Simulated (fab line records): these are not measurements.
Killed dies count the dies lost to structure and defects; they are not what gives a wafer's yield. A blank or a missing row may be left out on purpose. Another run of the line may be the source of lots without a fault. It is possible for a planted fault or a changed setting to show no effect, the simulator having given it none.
A sampling plan put to the test / flow berkeley cmos170 / one line in one fab, 10 faults in these records, each fault weighed on the records of the lots it struck
The plan consists of the line's own looks: route steps at which the wafer is read by a gauge or an inspection but not changed. A look is open to judgement when struck wafers have a number at it and the file gives its usual mean and standard deviation on fault-free wafers. Caught: at a look after the fault's first step, the mean of the struck wafers lies 4 or more of those standard deviations (sigma) from the usual mean. On the tool: here the same test is run on the tool's own readings at the fault's steps. It also counts as caught if the struck wafers ran another recipe or if their record alone is blank.

THE FAULTS, as the simulator had put them in
1. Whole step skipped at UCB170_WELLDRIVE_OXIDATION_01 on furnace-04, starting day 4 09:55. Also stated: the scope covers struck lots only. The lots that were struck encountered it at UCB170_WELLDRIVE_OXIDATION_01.
2. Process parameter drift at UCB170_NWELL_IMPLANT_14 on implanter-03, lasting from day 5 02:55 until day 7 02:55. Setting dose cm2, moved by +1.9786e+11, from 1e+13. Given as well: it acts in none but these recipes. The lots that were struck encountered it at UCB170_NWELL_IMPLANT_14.
3. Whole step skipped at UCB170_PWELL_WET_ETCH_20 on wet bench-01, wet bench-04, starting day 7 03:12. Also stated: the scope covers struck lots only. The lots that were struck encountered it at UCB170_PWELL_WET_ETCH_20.
4. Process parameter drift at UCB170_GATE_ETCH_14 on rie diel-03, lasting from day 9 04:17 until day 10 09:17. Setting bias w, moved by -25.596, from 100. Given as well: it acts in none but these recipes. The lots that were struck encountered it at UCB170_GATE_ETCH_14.
5. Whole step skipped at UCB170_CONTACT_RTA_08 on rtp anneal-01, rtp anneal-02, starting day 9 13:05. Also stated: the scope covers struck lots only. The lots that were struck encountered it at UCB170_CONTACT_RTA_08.
6. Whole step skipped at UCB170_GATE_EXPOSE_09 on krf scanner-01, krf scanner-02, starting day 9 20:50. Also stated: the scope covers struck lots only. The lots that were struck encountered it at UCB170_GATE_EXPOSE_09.
7. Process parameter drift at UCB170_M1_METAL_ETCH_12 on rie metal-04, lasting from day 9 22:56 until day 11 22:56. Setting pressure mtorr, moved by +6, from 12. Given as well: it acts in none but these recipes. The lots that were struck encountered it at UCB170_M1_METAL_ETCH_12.
8. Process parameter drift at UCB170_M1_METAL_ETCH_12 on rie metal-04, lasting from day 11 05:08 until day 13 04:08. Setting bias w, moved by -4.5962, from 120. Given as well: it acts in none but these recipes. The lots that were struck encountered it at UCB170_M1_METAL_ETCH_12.
9. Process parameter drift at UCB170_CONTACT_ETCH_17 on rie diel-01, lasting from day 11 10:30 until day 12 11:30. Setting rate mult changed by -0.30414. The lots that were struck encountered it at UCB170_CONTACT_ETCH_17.
10. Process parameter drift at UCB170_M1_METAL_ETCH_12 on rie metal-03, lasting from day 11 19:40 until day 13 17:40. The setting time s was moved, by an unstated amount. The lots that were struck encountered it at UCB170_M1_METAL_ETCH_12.

WHAT THE PLAN SAW
fault=1; on the tool itself=the tool's record is blank for the struck wafers; first look that catches it=no look after it can be judged; reading, sigma=-; median hours from its first step to that look=-; hours from the fault's start to the first struck lot there=-; judged looks passed uncaught=0
fault=2; on the tool itself=dose ions cm2 +18 sigma; first look that catches it=none of the 2 looks that can be judged after it; reading, sigma=-; median hours from its first step to that look=-; hours from the fault's start to the first struck lot there=-; judged looks passed uncaught=2
fault=3; on the tool itself=the tool's record is blank for the struck wafers; first look that catches it=none of the 2 looks that can be judged after it; reading, sigma=-; median hours from its first step to that look=-; hours from the fault's start to the first struck lot there=-; judged looks passed uncaught=2
fault=4; on the tool itself=bias w -79 sigma; first look that catches it=none of the 2 looks that can be judged after it; reading, sigma=-; median hours from its first step to that look=-; hours from the fault's start to the first struck lot there=-; judged looks passed uncaught=2
fault=5; on the tool itself=the tool's record is blank for the struck wafers; first look that catches it=no look after it can be judged; reading, sigma=-; median hours from its first step to that look=-; hours from the fault's start to the first struck lot there=-; judged looks passed uncaught=0
fault=6; on the tool itself=no reading that can be judged; first look that catches it=no look after it can be judged; reading, sigma=-; median hours from its first step to that look=-; hours from the fault's start to the first struck lot there=-; judged looks passed uncaught=0
fault=7; on the tool itself=chamber pressure mTorr +99 or beyond sigma; first look that catches it=no look after it can be judged; reading, sigma=-; median hours from its first step to that look=-; hours from the fault's start to the first struck lot there=-; judged looks passed uncaught=0
fault=8; on the tool itself=bias w -14 sigma; first look that catches it=no look after it can be judged; reading, sigma=-; median hours from its first step to that look=-; hours from the fault's start to the first struck lot there=-; judged looks passed uncaught=0
fault=9; on the tool itself=oes product au -8.5 sigma; first look that catches it=no look after it can be judged; reading, sigma=-; median hours from its first step to that look=-; hours from the fault's start to the first struck lot there=-; judged looks passed uncaught=0
fault=10; on the tool itself=run length s +20 sigma; first look that catches it=no look after it can be judged; reading, sigma=-; median hours from its first step to that look=-; hours from the fault's start to the first struck lot there=-; judged looks passed uncaught=0
A dash: the fault is not caught, or the number is missing from these records.

Caught at a look: 0 of 10. Caught on the tool: 9 of 10. By one or the other: 9 of 10.
Faults 1, 2, 3, 4, 5, 7, 8, 9, 10 were caught on the tool alone.
Caught by neither: fault 6.
